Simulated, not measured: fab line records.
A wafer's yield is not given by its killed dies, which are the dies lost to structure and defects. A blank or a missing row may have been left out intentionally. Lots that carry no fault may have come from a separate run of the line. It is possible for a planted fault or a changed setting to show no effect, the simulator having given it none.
What tool caused it?    flow berkeley cmos170    Sampling: 14 lots, 42 wafers, 6 of 331 route steps

## WHAT EACH GAUGE READ, for each wafer
UCB170_NWELL_THK_MEAS_05.
lot   measured     on             NWELL_NITRIDE_THK (nm)
L297  day 2 15:07  film metro-03  225.2 223.9 226.4
L296  day 2 15:08  film metro-04  225.8 225.9 226.5
L299  day 3 14:19  film metro-04  223.4 226.1 224.3
L304  day 4 11:29  film metro-01  226.6 226.5 226.4
L306  day 5 04:58  film metro-04  220.9 220.2 222.3
L308  day 5 13:28  film metro-03  222.4 223.5 223.2
L309  day 5 18:00  film metro-01  224.2 224.4 223.7
L311  day 5 18:01  film metro-03  222.3 222.9 221.2
L310  day 5 18:04  film metro-01  229.9 228.9 228.1
L312  day 6 01:50  film metro-04  223.0 222.1 221.9
L313  day 6 01:51  film metro-03  222.7 221.3 221.7
L314  day 6 01:52  film metro-01  223.2 220.7 220.7
L316  day 6 11:28  film metro-03  221.4 223.4 222.4
L318  day 6 20:35  film metro-01  226.2 224.1 225.9

UCB170_M1_RS_MEAS_01: measures by four-point-probe.
lot   measured      on             M1_AL_RS (ohm/sq)
L297  day 8 16:14   film metro-03  0.0484 0.0483 0.0488
L296  day 8 19:16   film metro-02  0.0482 0.0482 0.0487
L299  day 9 15:33   film metro-03  0.0483 0.0480 0.0484
L304  day 10 12:35  film metro-01  0.0485 0.0482 0.0485
L306  day 11 06:04  film metro-02  0.0480 0.0411 0.0408
L308  day 11 04:43  film metro-01  0.0490 0.0414 0.0484
L309  day 11 04:43  film metro-03  0.0484 0.0486 0.0483
L311  day 11 07:29  film metro-01  0.0493 0.0491 0.0495
L310  day 11 06:16  film metro-01  0.0488 0.0487 0.0489
L312  day 11 18:51  film metro-01  0.0485 0.0484 0.0483
L313  day 11 16:40  film metro-01  0.0491 0.0489 0.0493
L314  day 11 19:26  film metro-03  0.0489 0.0494 0.0490
L316  day 11 18:53  film metro-03  0.0491 0.0480 0.0487
L318  day 12 17:44  film metro-03  0.0485 0.0484 0.0490

UCB170_M1_THK_MEAS_02: measures by xrf.
lot   measured      on             M1_AL_THK (nm)
L297  day 8 16:20   film metro-03  599 599 595
L296  day 8 19:22   film metro-02  612 611 604
L299  day 9 15:40   film metro-03  599 607 602
L304  day 10 12:42  film metro-01  601 603 598
L306  day 11 06:10  film metro-02  610 710 718
L308  day 11 04:50  film metro-01  597 705 606
L309  day 11 04:50  film metro-03  599 598 602
L311  day 11 07:35  film metro-01  598 598 592
L310  day 11 06:23  film metro-01  600 601 603
L312  day 11 18:58  film metro-01  603 606 610
L313  day 11 16:46  film metro-01  597 597 596
L314  day 11 19:32  film metro-03  595 590 590
L316  day 11 18:59  film metro-03  591 605 596
L318  day 12 17:50  film metro-03  602 601 599

## WHAT TOOL EACH LOT RAN ON (gives the tool, then ch and the chambers of the sampled wafers, and finally the start)
lot   UCB170_GATE_STRIP_16                  UCB170_SDANNEAL_RTA_00            UCB170_M1_SPUTTER_00
L297  plasma asher-01 ch 0,1, day 7 11:29   rtp anneal-01 ch 0, day 8 06:21   pvd sputter-04, day 8 16:09
L296  plasma asher-01 ch 0,1, day 7 20:55   rtp anneal-01 ch 0, day 8 13:31   pvd sputter-04, day 8 19:10
L299  plasma asher-01 ch 0,1, day 8 15:01   rtp anneal-02 ch 0, day 9 06:52   pvd sputter-01, day 9 15:29
L304  plasma asher-03 ch 1, day 9 05:34     rtp anneal-02 ch 0, day 10 03:50  pvd sputter-03, day 10 12:31
L306  plasma asher-03 ch 0,1, day 10 02:41  rtp anneal-01 ch 0, day 10 22:08  pvd sputter-04, day 11 05:59
L308  plasma asher-04 ch 0,1, day 10 02:19  rtp anneal-02 ch 0, day 10 20:49  pvd sputter-04, day 11 04:40
L309  plasma asher-03 ch 0,1, day 10 01:29  rtp anneal-01 ch 0, day 10 20:23  pvd sputter-01, day 11 04:40
L311  plasma asher-01 ch 0,1, day 10 02:56  rtp anneal-01 ch 0, day 10 22:16  pvd sputter-03, day 11 07:24
L310  plasma asher-04 ch 0,1, day 10 02:48  rtp anneal-01 ch 0, day 10 22:23  pvd sputter-01, day 11 06:13
L312  plasma asher-03 ch 0,1, day 10 16:48  rtp anneal-02 ch 0, day 11 09:47  pvd sputter-03, day 11 18:47
L313  plasma asher-01 ch 0,1, day 10 16:44  rtp anneal-01 ch 0, day 11 09:41  pvd sputter-01, day 11 16:35
L314  plasma asher-03 ch 0,1, day 10 17:46  rtp anneal-02 ch 0, day 11 10:35  pvd sputter-01, day 11 19:20
L316  plasma asher-04 ch 0,1, day 10 17:02  rtp anneal-01 ch 0, day 11 10:14  pvd sputter-01, day 11 18:47
L318  plasma asher-04 ch 0,1, day 11 20:10  rtp anneal-01 ch 0, day 12 12:15  pvd sputter-01, day 12 17:38
- UCB170_GATE_STRIP_16: strips in O2.
- UCB170_SDANNEAL_RTA_00: time 10 s.
- UCB170_M1_SPUTTER_00: material Al, target thk 600 nm, time 80 s.

## AS READ BY THE TOOLS THEMSELVES (means over the sampled wafers that have a number; for cases with no such wafer, the mark the record gives instead)
UCB170_GATE_STRIP_16.
lot   tool             chamber pressure mTorr (mTorr)  drypump motor current A (A)  oes product au (a.u.)
L297  plasma asher-01  3499                            5.5                          0.722
L296  plasma asher-01  3499                            5.4                          0.723
L299  plasma asher-01  3500                            5.4                          0.723
L304  plasma asher-03  3499                            5.6                          0.727
L306  plasma asher-03  3502                            5.8                          0.726
L308  plasma asher-04  3501                            5.4                          0.720
L309  plasma asher-03  3500                            5.8                          0.721
L311  plasma asher-01  3502                            5.4                          0.730
L310  plasma asher-04  3503                            5.4                          0.724
L312  plasma asher-03  3499                            6.1                          0.721
L313  plasma asher-01  3500                            5.4                          0.723
L314  plasma asher-03  3501                            6.1                          0.722
L316  plasma asher-04  3501                            5.4                          0.726
L318  plasma asher-04  3499                            5.4                          0.725

UCB170_SDANNEAL_RTA_00.
lot   tool           lamp power pct (%)  wafer_temp_C_max
L297  rtp anneal-01  23.1                904.0
L296  rtp anneal-01  23.1                903.3
L299  rtp anneal-02  26.1                903.8
L304  rtp anneal-02  26.1                905.3
L306  rtp anneal-01  23.1                903.1
L308  rtp anneal-02  26.1                905.6
L309  rtp anneal-01  23.1                903.6
L311  rtp anneal-01  23.1                902.5
L310  rtp anneal-01  23.1                903.5
L312  rtp anneal-02  26.1                904.2
L313  rtp anneal-01  23.1                904.1
L314  rtp anneal-02  26.1                904.5
L316  rtp anneal-01  23.1                903.6
L318  rtp anneal-01  23.1                903.7

UCB170_M1_SPUTTER_00.
lot   tool            throttle valve pct (%)
L297  pvd sputter-04  29.8
L296  pvd sputter-04  29.3
L299  pvd sputter-01  31.0
L304  pvd sputter-03  31.0
L306  pvd sputter-04  30.4
L308  pvd sputter-04  29.5
L309  pvd sputter-01  30.6
L311  pvd sputter-03  30.5
L310  pvd sputter-01  31.3
L312  pvd sputter-03  30.7
L313  pvd sputter-01  30.6
L314  pvd sputter-01  30.7
L316  pvd sputter-01  31.1
L318  pvd sputter-01  30.8

## THE ANSWER, worked out from the rows above alone
Rule: what is usual is taken from the lots themselves. Put in order of their means at a reading, lots are off if they are a third of the lots or fewer, leave a main group of 4 or more, and stand apart from it by a gap of 3 or more times the standard deviation of the main group's means; of several such gaps the widest counts. If all means in a main group match to the digits the tables above print for the reading, that group is not used. Also off: a lot with no number at a reading for which 4 or more lots have one. The other lots that the step has rows for count as sound. After the gauges, taken in route order, come the tools' own readings; for these a lot's mean is taken, as printed above. The first step at which some lot is off is used, and at that step the reading that is off furthest; a lot without a number counts as furthest.
Off: L306, L308, at UCB170_M1_RS_MEAS_01 (M1_AL_RS). Main group: mean 0.0487 ohm/sq, sd 0.00033.
A tool fits if, at a process step before that reading, it ran every lot that is off, and no sound lot after the first of them. Those tools and the gauges at UCB170_M1_RS_MEAS_01 are tried in the same way. One fits: UCB170_M1_SPUTTER_00 on pvd sputter-04. Its last sound lot is L296 (day 8 19:10), its first lot that is off L308 (day 11 04:40): a fault that began between those two fits.

## WHAT THE SIMULATOR PUT IN
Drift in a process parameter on pvd sputter-04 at UCB170_M1_SPUTTER_00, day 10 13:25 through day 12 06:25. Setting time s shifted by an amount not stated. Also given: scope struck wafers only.
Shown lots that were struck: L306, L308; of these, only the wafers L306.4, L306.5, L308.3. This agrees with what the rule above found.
